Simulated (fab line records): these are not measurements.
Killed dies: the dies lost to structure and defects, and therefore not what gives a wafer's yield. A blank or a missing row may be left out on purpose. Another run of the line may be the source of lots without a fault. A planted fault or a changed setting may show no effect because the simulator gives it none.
Which tool was responsible? :: flow berkeley cmos170 :: 42 wafers from 14 lots sampled at 4 of the route's 331 steps

## WHAT EACH GAUGE READ, for each wafer
UCB170_M1_CD_MEAS_90: target cd 700 nm. Usual: 700.5 nm for cd nm, sd 2.1.
lot: L593
measured: day 6 21:53
on: cd sem-02
cd nm (nm): 699.0 699.9 698.6
flag: 

lot: L596
measured: day 7 17:23
on: cd sem-01
cd nm (nm): 697.6 696.2 700.8
flag: 

lot: L597
measured: day 8 04:37
on: cd sem-01
cd nm (nm): 698.3 702.8 699.7
flag: 

lot: L600
measured: day 8 16:08
on: cd sem-01
cd nm (nm): 701.3 700.7 701.6
flag: 

lot: L602
measured: day 9 06:01
on: cd sem-02
cd nm (nm): 700.0 698.7 695.5
flag: 

lot: L605
measured: day 9 22:41
on: cd sem-01
cd nm (nm): 698.4 696.3 697.9
flag: 

lot: L604
measured: day 9 22:44
on: cd sem-02
cd nm (nm): 705.6 703.1 701.0
flag: 

lot: L608
measured: day 10 11:49
on: cd sem-01
cd nm (nm): 700.6 698.4 700.2
flag: 

lot: L610
measured: day 10 15:43
on: cd sem-01
cd nm (nm): 698.3 702.8 698.9
flag: 

lot: L611
measured: day 11 05:32
on: cd sem-02
cd nm (nm): 700.8 699.8 702.2
flag: 

lot: L613
measured: day 11 11:27
on: cd sem-01
cd nm (nm): 704.8 701.8 700.8
flag: 

lot: L615
measured: day 11 15:37
on: cd sem-01
cd nm (nm): 700.1 702.0 702.4
flag: 

lot: L614
measured: day 11 18:32
on: cd sem-02
cd nm (nm): 702.3 703.3 704.7
flag: 

lot: L616
measured: day 11 18:48
on: cd sem-02
cd nm (nm): 703.5 699.8 700.5
flag: 

UCB170_V1_CD_MEAS_90: target cd 700 nm. Usual: 700.4 nm for cd nm, sd 1.5.
lot: L593
measured: day 7 06:44
on: cd sem-02
cd nm (nm): 698.2 699.7 698.5
flag: 

lot: L596
measured: day 8 03:35
on: cd sem-01
cd nm (nm): 702.9 702.6 702.6
flag: 

lot: L597
measured: day 8 13:20
on: cd sem-01
cd nm (nm): 701.3 700.9 702.8
flag: 

lot: L600
measured: day 8 22:33
on: cd sem-01
cd nm (nm): 700.5 699.0 699.4
flag: 

lot: L602
measured: day 9 12:22
on: cd sem-01
cd nm (nm): 703.2 701.7 701.2
flag: 

lot: L605
measured: day 10 04:55
on: cd sem-01
cd nm (nm): 700.9 700.8 701.4
flag: 

lot: L604
measured: day 10 04:34
on: cd sem-02
cd nm (nm): 699.8 699.9 699.7
flag: 

lot: L608
measured: day 10 19:46
on: cd sem-01
cd nm (nm): 699.7 700.2 697.8
flag: 

lot: L610
measured: day 11 00:05
on: cd sem-01
cd nm (nm): 699.1 698.2 699.0
flag: 

lot: L611
measured: day 11 13:56
on: cd sem-01
cd nm (nm): 700.7 700.2 701.1
flag: 

lot: L613
measured: day 11 17:33
on: cd sem-01
cd nm (nm): 703.2 701.1 702.1
flag: 

lot: L615
measured: day 11 22:01
on: cd sem-01
cd nm (nm): 701.4 697.5 697.9
flag: 

lot: L614
measured: day 12 01:08
on: cd sem-02
cd nm (nm): 698.5 699.9 697.4
flag: 

lot: L616
measured: day 12 02:27
on: cd sem-02
cd nm (nm): 700.0 701.0 699.3
flag: 

## WHAT TOOL EACH LOT RAN ON (gives the tool, then ch and the chambers of the sampled wafers, and finally the start)
lot: L593
UCB170_CONTACT_STRIP_06: plasma asher-03 ch 0,1, day 6 17:58
UCB170_V1_STRIP_15: plasma asher-03 ch 0,1, day 7 06:38

lot: L596
UCB170_CONTACT_STRIP_06: plasma asher-02 ch 0,1, day 7 13:08
UCB170_V1_STRIP_15: plasma asher-03 ch 0,1, day 8 03:28

lot: L597
UCB170_CONTACT_STRIP_06: plasma asher-03 ch 0,1, day 8 00:17
UCB170_V1_STRIP_15: plasma asher-03 ch 0,1, day 8 13:14

lot: L600
UCB170_CONTACT_STRIP_06: plasma asher-01 ch 0,1, day 8 11:46
UCB170_V1_STRIP_15: plasma asher-03 ch 0,1, day 8 22:27

lot: L602
UCB170_CONTACT_STRIP_06: plasma asher-02 ch 0,1, day 9 01:07
UCB170_V1_STRIP_15: plasma asher-01 ch 0,1, day 9 12:16

lot: L605
UCB170_CONTACT_STRIP_06: plasma asher-03 ch 0,1, day 9 17:41
UCB170_V1_STRIP_15: plasma asher-01 ch 1, day 10 04:45

lot: L604
UCB170_CONTACT_STRIP_06: plasma asher-01 ch 0,1, day 9 17:43
UCB170_V1_STRIP_15: plasma asher-04 ch 0,1, day 10 04:28

lot: L608
UCB170_CONTACT_STRIP_06: plasma asher-01 ch 0,1, day 10 07:00
UCB170_V1_STRIP_15: plasma asher-04 ch 0,1, day 10 19:40

lot: L610
UCB170_CONTACT_STRIP_06: plasma asher-03 ch 0,1, day 10 09:55
UCB170_V1_STRIP_15: plasma asher-04 ch 0,1, day 10 23:59

lot: L611
UCB170_CONTACT_STRIP_06: plasma asher-03 ch 0,1, day 11 01:31
UCB170_V1_STRIP_15: plasma asher-04 ch 0,1, day 11 13:49

lot: L613
UCB170_CONTACT_STRIP_06: plasma asher-03 ch 0,1, day 11 07:02
UCB170_V1_STRIP_15: plasma asher-03 ch 0, day 11 17:26

lot: L615
UCB170_CONTACT_STRIP_06: plasma asher-01 ch 0,1, day 11 11:32
UCB170_V1_STRIP_15: plasma asher-04 ch 0,1, day 11 21:55

lot: L614
UCB170_CONTACT_STRIP_06: plasma asher-02 ch 1, day 11 13:19
UCB170_V1_STRIP_15: plasma asher-04 ch 0,1, day 12 01:02

lot: L616
UCB170_CONTACT_STRIP_06: plasma asher-03 ch 0,1, day 11 13:19
UCB170_V1_STRIP_15: plasma asher-04 ch 0,1, day 12 02:21
- UCB170_CONTACT_STRIP_06: strips in O2.
- UCB170_V1_STRIP_15: strips in O2.

## WHAT THE TOOLS THEMSELVES READ (means of the sampled wafers that have a number; where no wafer has one, the mark that the record gives instead)
UCB170_CONTACT_STRIP_06. Usual: chamber pressure mTorr 3500.1 mTorr, standard deviation 2.9; drypump motor current A 5.9 A, standard deviation 0.31; o2 flow sccm 400.2 sccm, standard deviation 1.2; oes product au 0.734 a.u., standard deviation 0.0043; strip time to endpoint s 21.97 s, standard deviation 0.069.
lot: L593
tool: plasma asher-03
chamber pressure mTorr (mTorr): 3501.8
drypump motor current A (A): 5.9
o2 flow sccm (sccm): 400.0
oes product au (a.u.): 0.733
strip time to endpoint s (s): 21.93
flag: 

lot: L596
tool: plasma asher-02
chamber pressure mTorr (mTorr): 3501.2
drypump motor current A (A): 5.8
o2 flow sccm (sccm): 399.9
oes product au (a.u.): 0.739
strip time to endpoint s (s): 21.96
flag: 

lot: L597
tool: plasma asher-03
chamber pressure mTorr (mTorr): 3499.2
drypump motor current A (A): 6.1
o2 flow sccm (sccm): 401.6
oes product au (a.u.): 0.736
strip time to endpoint s (s): 22.07
flag: 

lot: L600
tool: plasma asher-01
chamber pressure mTorr (mTorr): 3498.7
drypump motor current A (A): 5.8
o2 flow sccm (sccm): 399.1
oes product au (a.u.): 0.733
strip time to endpoint s (s): 21.88
flag: 

lot: L602
tool: plasma asher-02
chamber pressure mTorr (mTorr): 3500.9
drypump motor current A (A): 5.8
o2 flow sccm (sccm): 398.6
oes product au (a.u.): 0.731
strip time to endpoint s (s): 21.88
flag: 

lot: L605
tool: plasma asher-03
chamber pressure mTorr (mTorr): 3501.1
drypump motor current A (A): 6.1
o2 flow sccm (sccm): 400.6
oes product au (a.u.): 0.731
strip time to endpoint s (s): 22.01
flag: 

lot: L604
tool: plasma asher-01
chamber pressure mTorr (mTorr): 3501.9
drypump motor current A (A): 6.0
o2 flow sccm (sccm): 399.4
oes product au (a.u.): 0.736
strip time to endpoint s (s): 21.97
flag: 

lot: L608
tool: plasma asher-01
chamber pressure mTorr (mTorr): 3498.7
drypump motor current A (A): 5.8
o2 flow sccm (sccm): 400.4
oes product au (a.u.): 0.730
strip time to endpoint s (s): 22.15
flag: 

lot: L610
tool: plasma asher-03
chamber pressure mTorr (mTorr): 3499.7
drypump motor current A (A): 5.9
o2 flow sccm (sccm): 399.8
oes product au (a.u.): 0.738
strip time to endpoint s (s): 22.00
flag: 

lot: L611
tool: plasma asher-03
chamber pressure mTorr (mTorr): 3501.2
drypump motor current A (A): 5.8
o2 flow sccm (sccm): 402.0
oes product au (a.u.): 0.733
strip time to endpoint s (s): 21.99
flag: 

lot: L613
tool: plasma asher-03
chamber pressure mTorr (mTorr): 3501.1
drypump motor current A (A): 6.1
o2 flow sccm (sccm): 400.7
oes product au (a.u.): 0.736
strip time to endpoint s (s): 22.02
flag: 

lot: L615
tool: plasma asher-01
chamber pressure mTorr (mTorr): 3498.6
drypump motor current A (A): 5.8
o2 flow sccm (sccm): 400.5
oes product au (a.u.): 0.737
strip time to endpoint s (s): 21.93
flag: 

lot: L614
tool: plasma asher-02
chamber pressure mTorr (mTorr): 3502.1
drypump motor current A (A): 5.8
o2 flow sccm (sccm): 398.3
oes product au (a.u.): 0.736
strip time to endpoint s (s): 21.99
flag: 

lot: L616
tool: plasma asher-03
chamber pressure mTorr (mTorr): 3500.8
drypump motor current A (A): 5.9
o2 flow sccm (sccm): 399.7
oes product au (a.u.): 0.734
strip time to endpoint s (s): 21.97
flag: 

UCB170_V1_STRIP_15. Usual: chamber pressure mTorr 3500 mTorr, standard deviation 3; drypump motor current A 5.7 A, standard deviation 0.49; o2 flow sccm 400.0 sccm, standard deviation 1.2; oes product au 0.722 a.u., standard deviation 0.0044; strip time to endpoint s 15.28 s, standard deviation 0.12.
lot: L593
tool: plasma asher-03
chamber pressure mTorr (mTorr): 3501
drypump motor current A (A): 5.9
o2 flow sccm (sccm): 398.7
oes product au (a.u.): 0.723
strip time to endpoint s (s): 15.19
flag: 

lot: L596
tool: plasma asher-03
chamber pressure mTorr (mTorr): 3500
drypump motor current A (A): 5.9
o2 flow sccm (sccm): 400.7
oes product au (a.u.): 0.722
strip time to endpoint s (s): 15.20
flag: 

lot: L597
tool: plasma asher-03
chamber pressure mTorr (mTorr): 2797
drypump motor current A (A): 6.1
o2 flow sccm (sccm): 400.9
oes product au (a.u.): 0.722
strip time to endpoint s (s): 15.17
flag: OFF

lot: L600
tool: plasma asher-03
chamber pressure mTorr (mTorr): 2801
drypump motor current A (A): 6.1
o2 flow sccm (sccm): 398.6
oes product au (a.u.): 0.717
strip time to endpoint s (s): 15.51
flag: OFF

lot: L602
tool: plasma asher-01
chamber pressure mTorr (mTorr): 3499
drypump motor current A (A): 5.8
o2 flow sccm (sccm): 399.9
oes product au (a.u.): 0.725
strip time to endpoint s (s): 15.21
flag: 

lot: L605
tool: plasma asher-01
chamber pressure mTorr (mTorr): 3502
drypump motor current A (A): 6.3
o2 flow sccm (sccm): 400.4
oes product au (a.u.): 0.722
strip time to endpoint s (s): 15.44
flag: 

lot: L604
tool: plasma asher-04
chamber pressure mTorr (mTorr): 3501
drypump motor current A (A): 5.1
o2 flow sccm (sccm): 400.7
oes product au (a.u.): 0.724
strip time to endpoint s (s): 15.28
flag: 

lot: L608
tool: plasma asher-04
chamber pressure mTorr (mTorr): 3501
drypump motor current A (A): 5.1
o2 flow sccm (sccm): 399.6
oes product au (a.u.): 0.720
strip time to endpoint s (s): 15.47
flag: 

lot: L610
tool: plasma asher-04
chamber pressure mTorr (mTorr): 3501
drypump motor current A (A): 5.3
o2 flow sccm (sccm): 400.8
oes product au (a.u.): 0.721
strip time to endpoint s (s): 15.25
flag: 

lot: L611
tool: plasma asher-04
chamber pressure mTorr (mTorr): 3499
drypump motor current A (A): 5.3
o2 flow sccm (sccm): 399.8
oes product au (a.u.): 0.722
strip time to endpoint s (s): 15.19
flag: 

lot: L613
tool: plasma asher-03
chamber pressure mTorr (mTorr): 3500
drypump motor current A (A): 5.6
o2 flow sccm (sccm): 397.8
oes product au (a.u.): 0.723
strip time to endpoint s (s): 15.29
flag: 

lot: L615
tool: plasma asher-04
chamber pressure mTorr (mTorr): 3499
drypump motor current A (A): 5.1
o2 flow sccm (sccm): 399.5
oes product au (a.u.): 0.719
strip time to endpoint s (s): 15.34
flag: 

lot: L614
tool: plasma asher-04
chamber pressure mTorr (mTorr): 3494
drypump motor current A (A): 5.1
o2 flow sccm (sccm): 398.9
oes product au (a.u.): 0.715
strip time to endpoint s (s): 15.13
flag: 

lot: L616
tool: plasma asher-04
chamber pressure mTorr (mTorr): 3501
drypump motor current A (A): 5.1
o2 flow sccm (sccm): 400.3
oes product au (a.u.): 0.720
strip time to endpoint s (s): 15.48
flag: 

## THE ANSWER, worked out from the rows above alone
Rule: a lot is off if the mean of its wafers that have a number lies more than 3 standard deviations from the usual mean. Also off: a lot with no number at a reading for which 4 or more lots have one. The other lots that the step has rows for count as sound. First the gauges in route order, then the tools' own readings, where a lot's mean is used as printed above. The first step at which some lot is off is used, and at that step the reading that is off furthest; a lot without a number counts as furthest.
Off at UCB170_V1_STRIP_15 (chamber pressure mTorr): L597, L600.
If a tool, at that step or one of the process steps before it, ran each lot that is off and ran no sound lot following the first of them, it fits. No candidate that was tried fits.

## WHAT THE SIMULATOR HAD INSERTED
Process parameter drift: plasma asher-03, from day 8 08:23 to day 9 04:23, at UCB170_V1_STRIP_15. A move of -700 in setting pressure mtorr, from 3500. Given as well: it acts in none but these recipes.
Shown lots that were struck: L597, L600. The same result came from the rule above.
